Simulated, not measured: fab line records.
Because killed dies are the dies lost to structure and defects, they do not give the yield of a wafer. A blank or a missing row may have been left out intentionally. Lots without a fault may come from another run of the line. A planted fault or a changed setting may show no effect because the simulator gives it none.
Split-lot study | flow berkeley_cmos170 | 5 lots, 23 wafers read, on a route of 331 steps

## THE SPLIT ITSELF
At UCB170_NLDD_EXPOSE_03 (exposes mask NSELECT, target cd 1200 nm), the setting dose_mj was moved away from the recipe's 30 on 8 of the 23 wafers read, by -3.1% to +4.9%. This setting was run at the recipe's value on the other wafers.

## FROM THE SPLIT TO THE READING: what the file shows between them, 2 steps
- UCB170_NLDD_PEB_04
- UCB170_NLDD_DEVELOP_05: develop time 45 s

## THE READING
cd_nm at UCB170_NLDD_CD_MEAS_06, given in nm (cd target 1200 nm). On this fab line, fault-free wafers typically give 1200.0 nm with a standard deviation of 1 nm.

wafer  | tool, chamber at the split | dose_mj as run | against the recipe | cd_nm, nm | against lot-mates on the recipe
L074.1 | krf_scanner-02, 0          | 31.47          | +4.9%              | 1208.4    | +8.4
L074.3 | krf_scanner-02, 0          | 30             | recipe             | 1199.9    | -
L074.4 | krf_scanner-02, 0          | 31.47          | +4.9%              | 1209.1    | +9.1
L074.5 | krf_scanner-02, 0          | 31.47          | +4.9%              | 1209.0    | +9.0
L074.6 | krf_scanner-02, 0          | 30             | recipe             | 1200.1    | -
L077.3 | krf_scanner-02, 0          | 30             | recipe             | 1200.6    | -
L077.5 | krf_scanner-02, 0          | 30             | recipe             | 1199.4    | -
L077.6 | krf_scanner-02, 0          | 30             | recipe             | 1199.5    | -
L079.1 | krf_scanner-01, 0          | 30             | recipe             | 1199.8    | -
L079.2 | krf_scanner-01, 0          | 30             | recipe             | 1198.9    | -
L079.4 | krf_scanner-01, 0          | 29.06          | -3.1%              | 1193.6    | -5.6
L079.5 | krf_scanner-01, 0          | 29.06          | -3.1%              | 1194.3    | -4.9
L079.6 | krf_scanner-01, 0          | 30             | recipe             | 1198.9    | -
L083.1 | krf_scanner-01, 0          | 30             | recipe             | 1199.4    | -
L083.2 | krf_scanner-01, 0          | 30             | recipe             | 1199.6    | -
L083.3 | krf_scanner-01, 0          | 30             | recipe             | 1198.8    | -
L083.4 | krf_scanner-01, 0          | 30             | recipe             | 1200.1    | -
L083.5 | krf_scanner-01, 0          | 30             | recipe             | 1199.3    | -
L082.2 | krf_scanner-02, 0          | 31.45          | +4.8%              | 1206.9    | +6.5
L082.3 | krf_scanner-02, 0          | 31.45          | +4.8%              | 1208.1    | +7.7
L082.4 | krf_scanner-02, 0          | 31.45          | +4.8%              | 1208.8    | +8.4
L082.5 | krf_scanner-02, 0          | 30             | recipe             | 1199.9    | -
L082.6 | krf_scanner-02, 0          | 30             | recipe             | 1200.9    | -

THE FIT
A straight line over all 23 wafers: cd_nm changes by +1.8 nm for each +1% of dose_mj; r = +0.99; the points scatter about the line by 0.63 nm.
The same after taking each lot's own level away (the mean of its wafers on the recipe; 23 wafers): +1.68 nm for each +1%; r = +0.99; scatter 0.59 nm.
Per that fit: largest dose_mj move, reading shift of 8.2 nm.
From 1199.20 to 1200.40 nm: that is the span of the lots' own levels, equal to 1.2 times the standard deviation above.
Hence the lot-to-lot level has little effect on the slope; both slopes agree.
Check: with one of the wafers moved furthest among these (+4.9%) left out of the fit, the line predicts +8.21 nm for it against its lot-mates. It came out at +8.4 nm against them.

## THE FILE'S OWN FIT
cd_nm changes by +1.68 nm for each +1% of dose_mj, r = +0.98.
